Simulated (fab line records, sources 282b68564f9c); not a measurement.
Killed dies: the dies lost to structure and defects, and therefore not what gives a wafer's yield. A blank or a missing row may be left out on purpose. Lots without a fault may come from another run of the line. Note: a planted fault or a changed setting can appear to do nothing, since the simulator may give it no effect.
Which of the tools did it?	flow rit_cmos	13 lots with 39 wafers sampled at 5 steps, on a route of 202 steps

## WHAT THE GAUGES SHOWED, per wafer
RIT_FOX1_THK_MEAS_01.
lot	measured	on	FOX1_OXIDE_THK (nm)
L704	day 2 02:56	film_metro-04	348 351 350
L706	day 2 13:46	film_metro-02	351 349 345
L707	day 2 17:56	film_metro-02	347 353 343
L708	day 2 22:57	film_metro-04	349 345 349
L709	day 3 04:54	film_metro-01	340 348 349
L711	day 3 14:48	film_metro-02	353 352 356
L712	day 3 20:36	film_metro-01	354 349 347
L713	day 4 01:23	film_metro-02	348 347 349
L714	day 4 07:22	film_metro-01	355 354 350
L716	day 4 16:35	film_metro-04	340 345 340
L718	day 5 05:10	film_metro-04	352 350 350
L719	day 5 08:25	film_metro-04	344 352 343
L723	day 6 04:57	film_metro-04	348 353 355

RIT_GATE_OVL_MEAS_17.
lot	measured	on	GATE_OVL (nm)
L704	day 3 00:05	overlay-01	0.2 -0.2 -0.3
L706	day 3 09:22	overlay-02	-0.2 1.3 0.9
L707	day 3 13:38	overlay-02	-3.4 -1.4 -2.3
L708	day 3 20:35	overlay-01	0.0 0.6 1.3
L709	day 4 02:29	overlay-02	-0.4 0.1 0.5
L711	day 4 11:54	overlay-01	0.0 -0.7 0.7
L712	day 4 15:58	overlay-02	0.9 -0.4 0.3
L713	day 4 23:13	overlay-02	1.6 -0.6 2.4
L714	day 5 06:04	overlay-01	0.9 -0.8 -1.0
L716	day 5 16:37	overlay-01	-1.2 0.0 -0.6
L718	day 6 07:13	overlay-01	-0.1 0.8 -1.5
L719	day 6 07:26	overlay-02	-0.7 0.9 1.0
L723	day 7 03:58	overlay-01	-1.3 -1.7 -0.3

RIT_SPACER_THK_MEAS_04.
lot	measured	on	SPACER_NITRIDE_THK (nm)
L704	day 3 09:03	film_metro-02	249.9 249.3 248.4
L706	day 3 18:07	film_metro-02	249.8 248.2 247.8
L707	day 3 22:32	film_metro-01	251.0 252.4 252.0
L708	day 4 06:14	film_metro-01	249.5 249.8 250.4
L709	day 4 11:26	film_metro-02	251.1 249.5 252.0
L711	day 4 20:52	film_metro-01	251.2 251.0 252.3
L712	day 5 01:49	film_metro-02	247.8 249.4 248.2
L713	day 5 09:02	film_metro-04	253.5 251.1 253.3
L714	day 5 18:52	film_metro-02	250.5 252.3 250.8
L716	day 6 04:07	film_metro-02	254.5 255.7 255.1
L718	day 6 17:05	film_metro-04	249.1 249.7 249.6
L719	day 6 17:19	film_metro-01	206.5 203.9 205.0
L723	day 7 13:12	film_metro-02	249.7 249.9 251.5

## EACH LOT AND THE TOOL THAT RAN IT (in order: tool; ch and the chambers of the sampled wafers; start)
lot	RIT_NWELL_STRIP_09	RIT_SPACER_CVD_03
L704	plasma_asher-02 ch 0,1, day 2 06:49	lpcvd-01 ch 0, day 3 07:08
L706	plasma_asher-04 ch 0,1, day 2 17:31	lpcvd-02 ch 0, day 3 16:11
L707	plasma_asher-02 ch 0,1, day 2 21:49	lpcvd-01 ch 1, day 3 20:37
L708	plasma_asher-01 ch 0,1, day 3 02:49	lpcvd-01 ch 1, day 4 04:19
L709	plasma_asher-04 ch 0,1, day 3 09:56	lpcvd-02 ch 0, day 4 09:31
L711	plasma_asher-01 ch 0,1, day 3 18:34	lpcvd-01 ch 1, day 4 18:56
L712	plasma_asher-04 ch 0,1, day 4 00:31	lpcvd-02 ch 0, day 4 23:52
L713	plasma_asher-02 ch 0,1, day 4 05:21	lpcvd-01 ch 0, day 5 07:07
L714	plasma_asher-01 ch 0,1, day 4 11:34	lpcvd-02 ch 0, day 5 16:55
L716	plasma_asher-01 ch 0,1, day 4 21:55	lpcvd-02 ch 1, day 6 02:11
L718	plasma_asher-02 ch 0,1, day 5 10:56	lpcvd-01 ch 0, day 6 15:10
L719	plasma_asher-02 ch 0,1, day 5 12:14	lpcvd-02 ch 1, day 6 15:23
L723	plasma_asher-01 ch 0,1, day 6 09:34	lpcvd-01 ch 0, day 7 11:17
- RIT_NWELL_STRIP_09: strips in O2, time 180 s.
- RIT_SPACER_CVD_03: deposits Si3N4 from SiH2Cl2/NH3, target thk 250 nm, time 3300 s.

## AS READ BY THE TOOLS THEMSELVES (means over the sampled wafers that have a number; for cases with no such wafer, the mark the record gives instead)
RIT_NWELL_STRIP_09.
lot	tool	drypump_motor_current_A (A)	o2_flow_sccm (sccm)
L704	plasma_asher-02	5.9	3996
L706	plasma_asher-04	6.0	3996
L707	plasma_asher-02	5.6	3989
L708	plasma_asher-01	4.9	4009
L709	plasma_asher-04	6.0	3989
L711	plasma_asher-01	5.1	3990
L712	plasma_asher-04	6.0	4002
L713	plasma_asher-02	5.6	4000
L714	plasma_asher-01	4.9	4007
L716	plasma_asher-01	4.9	4006
L718	plasma_asher-02	5.6	3996
L719	plasma_asher-02	5.8	4006
L723	plasma_asher-01	4.9	4002

RIT_SPACER_CVD_03.
lot	tool	pressure_mtorr (mTorr)
L704	lpcvd-01	299.7
L706	lpcvd-02	299.5
L707	lpcvd-01	299.7
L708	lpcvd-01	299.2
L709	lpcvd-02	300.6
L711	lpcvd-01	299.6
L712	lpcvd-02	299.3
L713	lpcvd-01	299.5
L714	lpcvd-02	299.9
L716	lpcvd-02	299.9
L718	lpcvd-01	300.3
L719	lpcvd-02	149.8
L723	lpcvd-01	300.3

## THE ANSWER, worked out from the rows above alone
Rule: the lots themselves supply what counts as usual. The widest of any qualifying gaps counts: lots, ordered by their means at a reading, are off when they make up no more than a third of the lots, leave a main group of 4 or more, and stand apart from it by 3 or more times the standard deviation of that group's means. The tables above print the reading to a certain number of digits; a main group whose means all agree to those digits is not used. A lot without any number at a reading at which 4 lots or more have one is off too. The other lots that the step has rows for count as sound. The gauges are gone through in route order, then the tools' own readings, and for those a lot's mean is taken as printed above. The first step at which some lot is off is used, and at that step the reading that is off furthest; a lot without a number counts as furthest.
Off: L719, at RIT_SPACER_THK_MEAS_04 (SPACER_NITRIDE_THK). For the main group the mean is 250.8 nm and the standard deviation 1.8.
If a tool, at a process step before that reading, ran all the lots that are off and no sound lot after the first of them, it fits. The gauges at RIT_SPACER_THK_MEAS_04 aren't tried: what is off there is off at RIT_SPACER_CVD_03 too, on other tools, and a gauge's error can't cause that. Undecided on this evidence; 2 tools fit (plasma_asher-02 at RIT_NWELL_STRIP_09, lpcvd-02 at RIT_SPACER_CVD_03).

## WHAT THE SIMULATOR HAD INSERTED
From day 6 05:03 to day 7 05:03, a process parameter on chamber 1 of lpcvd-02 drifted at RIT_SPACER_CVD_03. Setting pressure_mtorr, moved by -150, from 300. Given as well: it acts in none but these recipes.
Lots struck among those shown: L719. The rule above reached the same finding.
